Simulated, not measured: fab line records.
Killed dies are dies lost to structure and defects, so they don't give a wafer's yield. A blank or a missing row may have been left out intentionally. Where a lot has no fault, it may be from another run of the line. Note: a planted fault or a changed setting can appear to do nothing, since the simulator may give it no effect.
Struck lot and sound lot, side by side / flow rit cmos / 44 out of 202 route steps
Sound: wafers L810.3, L810.5, L810.6. Struck: wafers L820.1, L820.3, L820.4. The cause is given at the end.
Order at every step that has rows: each side's tool, ch and its chambers, its first start. Under that, the readings that differ: sound wafers / struck wafers / difference of the means / sigmas: that difference in standard deviations of wafers without a fault.
alike: words and numbers the same on both sides, and readings whose means are apart by under 2 such deviations; not compared: readings that were withheld, readings missing a value for some wafer, numbers with overlapping values and no deviation given by the record, and bounds like >300 which may hide the same value.
Wherever a step has rows on one side only, a row that says differs or no value, or a row with sigmas, the two part there. Numbers that don't overlap but have no deviation are shown without sigmas and don't part them. A reading that every wafer of one side lacks parts them only if that side has two wafers or more.

first, 2 steps without rows for these wafers: RIT_NLDD_HARDBAKE_07 (time 60 s); RIT_NLDD_IMPLANT_08.
RIT_NLDD_STRIP_09: strips in O2, time 180 s.
  sound on plasma asher-02 ch 0,1, day 5 05:41; struck on plasma asher-02 ch 0,1, day 7 06:56
  alike: drypump motor current A, o2 flow sccm
  not compared: rf hours counter h
RIT_NLDD_TW_MEAS_10:
  sound: film metro-02 at day 5 05:50; struck: film metro-02 at day 7 07:07
  alike: NLDD_TW
then, 6 steps without rows for these wafers: RIT_PLDD_HMDS_00 (prime time 60 s); RIT_PLDD_COAT_01 (resist thk 1000 nm); RIT_PLDD_SOFTBAKE_02 (time 60 s); RIT_PLDD_EXPOSE_03 (exposes mask M8, target cd 40900 nm); RIT_PLDD_PEB_04; RIT_PLDD_DEVELOP_05 (develop time 50 s).
RIT_PLDD_OVL_MEAS_06:
  sound: overlay-02 at day 5 06:53; struck: overlay-01 at day 7 08:08
  alike: PLDD_OVL
then, 1 step without rows for these wafers: RIT_PLDD_HARDBAKE_07 (time 60 s).
RIT_PLDD_IMPLANT_08:
  sound on implanter-01 ch 0, day 5 07:07; struck on implanter-03 ch 0, day 7 08:20
reading=beam energy keV; sound=19.997 19.992 19.998; struck=16.392 16.384 16.378; difference=-3.611; sigmas=-99 or more
reading=model.implant.rp nm (nm); sound=17.13 17.13 17.13; struck=14.46 14.46 14.46; difference=-2.67; sigmas=
reading=model.implant.drp nm (nm); sound=9.752 9.752 9.752; struck=8.481 8.481 8.481; difference=-1.271; sigmas=
RIT_PLDD_STRIP_09: strips in O2, time 180 s.
  sound on plasma asher-03 ch 0,1, day 5 07:16; struck on plasma asher-04 ch 0,1, day 7 08:29
  alike: drypump motor current A, o2 flow sccm
  not compared: rf hours counter h
RIT_PLDD_TW_MEAS_10:
  sound: film metro-02 at day 5 07:24; struck: film metro-03 at day 7 08:39
reading=PLDD_TW; sound=2334 2333 2338; struck=2214 2207 2225; difference=-120; sigmas=-12
then, 4 steps without rows for these wafers: RIT_SPACER_CLEAN_00 (cleans in SC1, time 600 s); RIT_SPACER_CLEAN_01 (cleans in dHF, time 30 s); RIT_SPACER_CLEAN_02 (cleans in SC2, time 600 s); RIT_SPACER_CVD_03 (deposits Si3N4 from SiH2Cl2/NH3, target thk 250 nm, time 3300 s).
RIT_SPACER_THK_MEAS_04:
  sound: film metro-03 at day 5 10:42; struck: film metro-02 at day 7 11:00
  alike: SPACER_NITRIDE_THK
RIT_SPACER_ETCHBACK_05: etches Si3N4 in SF6/CHF3, stops on SiO2, target depth 250 nm, time 240 s.
  sound on rie diel-01 ch 0,1, day 5 10:44; struck on rie diel-01 ch 0,2,3, day 7 11:04
  alike: drypump motor current A, oes product au, throttle valve pct
  not compared: rf hours counter h
then, 6 steps without rows for these wafers: RIT_NSD_HMDS_00 (prime time 60 s); RIT_NSD_COAT_01 (resist thk 1000 nm); RIT_NSD_SOFTBAKE_02 (time 60 s); RIT_NSD_EXPOSE_03 (exposes mask M9, target cd 40700 nm); RIT_NSD_PEB_04; RIT_NSD_DEVELOP_05 (develop time 50 s).
RIT_NSD_OVL_MEAS_06:
  sound: overlay-02 at day 5 11:53; struck: overlay-01 at day 7 12:04
  alike: NSD_OVL
then, 2 steps without rows for these wafers: RIT_NSD_HARDBAKE_07 (time 60 s); RIT_NSD_IMPLANT_08.
RIT_NSD_STRIP_09: strips in O2, time 180 s.
  sound on plasma asher-03 ch 0,1, day 5 12:16; struck on plasma asher-02 ch 0,1, day 7 12:23
  alike: drypump motor current A, o2 flow sccm
  not compared: rf hours counter h
RIT_NSD_TW_MEAS_10:
  sound: film metro-03 at day 5 12:24; struck: film metro-02 at day 7 12:34
  alike: NSD_TW
then, 6 steps without rows for these wafers: RIT_PSD_HMDS_00 (prime time 60 s); RIT_PSD_COAT_01 (resist thk 1000 nm); RIT_PSD_SOFTBAKE_02 (time 60 s); RIT_PSD_EXPOSE_03 (exposes mask M10, target cd 40900 nm); RIT_PSD_PEB_04; RIT_PSD_DEVELOP_05 (develop time 50 s).
RIT_PSD_OVL_MEAS_06:
  sound: overlay-02 at day 5 13:26; struck: overlay-02 at day 7 13:34
  alike: PSD_OVL
then, 2 steps without rows for these wafers: RIT_PSD_HARDBAKE_07 (time 60 s); RIT_PSD_IMPLANT_08.
RIT_PSD_STRIP_09: strips in O2, time 180 s.
  sound on plasma asher-04 ch 0,1, day 5 13:49; struck on plasma asher-04 ch 0,1, day 7 13:53
  alike: drypump motor current A, o2 flow sccm
  not compared: rf hours counter h
RIT_SDANNEAL_RS_MEAS_06: measurement is done with a four-point probe.
  sound: film metro-01 at day 5 14:42; struck: film metro-03 at day 7 14:47
reading=PLDD_RS (ohm/sq); sound=178.9 178.9 178.7; struck=192.0 191.6 192.0; difference=+13.0; sigmas=+25
RIT_M1_PROBE_99:
  sound: prober-02 at day 5 21:49; struck: prober-01 at day 7 21:48
reading=killed at front end; sound=5 8 14; struck=3 3 1; difference=-7; sigmas=-2
reading=killed dies; sound=5 8 14; struck=3 3 1; difference=-7; sigmas=-2
reading=killed open; sound=3 5 7; struck=2 0 1; difference=-4; sigmas=-2
reading=model.etest.pmos turned.r on ohm um; sound=3816 3732 3726; struck=4900 5037 4910; difference=+1191; sigmas=
reading=model.etest.pmos_0p3.r on ohm um; sound=6639 6528 6539; struck=6922 7106 7077; difference=+466; sigmas=
reading=model.etest.pmos_0p15.r on ohm um; sound=3056 2983 2952; struck=3527 3600 3548; difference=+561; sigmas=
reading=model.etest.pldd.rs ohm sq; sound=581.9 574.8 583.5; struck=1005 1002 993.5; difference=+420; sigmas=
reading=model.etest.pldd.line ohm um; sound=182.1 179.3 179.8; struck=321.7 318.1 315.1; difference=+137.9; sigmas=
reading=model.etest.pmos turned.drive ua um; sound=161.6 169.2 166.9; struck=109.2 107 110.5; difference=-57.0; sigmas=
reading=model.etest.pmos_0p15.drive ua um; sound=229.8 236.7 232.5; struck=203.9 197.4 200.3; difference=-32.5; sigmas=
reading=model.etest.pmos narrow.drive ua um; sound=96.18 99.53 96.79; struck=94.83 92.27 91.01; difference=-4.80; sigmas=
  alike: killed at contacts, killed short

WHERE THEY PART
First at RIT_PLDD_IMPLANT_08; last, within this record, at RIT_M1_PROBE_99.

WHY: what the simulator had put in
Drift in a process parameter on implanter-03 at RIT_PLDD_IMPLANT_08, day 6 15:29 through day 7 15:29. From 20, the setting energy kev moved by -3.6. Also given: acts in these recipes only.
